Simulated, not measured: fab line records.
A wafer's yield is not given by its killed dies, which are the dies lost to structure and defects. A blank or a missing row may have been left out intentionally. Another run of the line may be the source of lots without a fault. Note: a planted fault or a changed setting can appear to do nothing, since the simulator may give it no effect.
The tool behind it: which one?	flow berkeleyCmos170	21 wafers from 7 lots sampled at 4 of the route's 331 steps

WHAT THE GAUGES READ, wafer by wafer
UCB170_NSD_TW_MEAS_10.
lot	measured	on	NSD_TW
L413	day 7 09:26	filmMetro-01	4229 4244 4233
L414	day 7 15:38	filmMetro-02	4168 4156 4159
L417	day 8 06:34	filmMetro-04	4147 4166 4155
L420	day 9 03:52	filmMetro-04	3914 3915 3933
L421	day 9 03:19	filmMetro-02	4155 4140 4149
L427	day 10 08:43	filmMetro-01	4197 4220 4244
L430	day 10 18:49	filmMetro-01	4212 4211 4205

TOOL THAT RAN EACH LOT (tool first, then ch and the chambers of the sampled wafers, then the start)
lot	UCB170_GATE_STRIP_16	UCB170_NSD_IMPLANT_08	UCB170_NSD_STRIP_09
L413	plasmaAsher-02 ch 0,1, day 6 17:05	implanter-04 ch 0, day 7 09:11	plasmaAsher-03 ch 0,1, day 7 09:20
L414	plasmaAsher-03 ch 0,1, day 7 03:58	implanter-04 ch 0, day 7 15:24	plasmaAsher-02 ch 0,1, day 7 15:32
L417	plasmaAsher-03 ch 0,1, day 7 18:26	implanter-01 ch 0, day 8 06:21	plasmaAsher-04 ch 0,1, day 8 06:29
L420	plasmaAsher-03 ch 0,1, day 8 15:22	implanter-01 ch 0, day 9 03:37	plasmaAsher-04 ch 0,1, day 9 03:46
L421	plasmaAsher-02 ch 0,1, day 8 15:08	implanter-02 ch 0, day 9 03:04	plasmaAsher-04 ch 0,1, day 9 03:13
L427	plasmaAsher-03 ch 0, day 9 14:35	implanter-04 ch 0, day 10 08:28	plasmaAsher-02 ch 0,1, day 10 08:37
L430	plasmaAsher-03 ch 0,1, day 10 05:43	implanter-04 ch 0, day 10 18:34	plasmaAsher-04 ch 0,1, day 10 18:43
- UCB170_GATE_STRIP_16: strips in O2.
- UCB170_NSD_IMPLANT_08
- UCB170_NSD_STRIP_09: strips in O2.

THE ANSWER, worked out from the rows above alone
Rule: what is usual is taken from the lots themselves. Put in order of their means at a reading, lots are off if they are a third of the lots or fewer, leave a main group of 4 or more, and stand apart from it by a gap of 3 or more times the standard deviation of the main group's means; of several such gaps the widest counts. The tables above print the reading to a certain number of digits; a main group whose means all agree to those digits is not used. Also off: a lot with no number at a reading for which 4 or more lots have one. Where the step has rows for the other lots, those lots are counted as sound.
Off: L420, at UCB170_NSD_TW_MEAS_10 (NSD_TW). The main group: mean 4188, standard deviation 34.
A tool fits if, at a process step before that reading, it ran every lot that is off, and no sound lot after the first of them. Gauges at UCB170_NSD_TW_MEAS_10: tried the same way as those tools. Undecided on this evidence; 2 tools fit (implanter-01 at UCB170_NSD_IMPLANT_08, filmMetro-04 at UCB170_NSD_TW_MEAS_10).

WHAT HAD BEEN PUT IN BY THE SIMULATOR
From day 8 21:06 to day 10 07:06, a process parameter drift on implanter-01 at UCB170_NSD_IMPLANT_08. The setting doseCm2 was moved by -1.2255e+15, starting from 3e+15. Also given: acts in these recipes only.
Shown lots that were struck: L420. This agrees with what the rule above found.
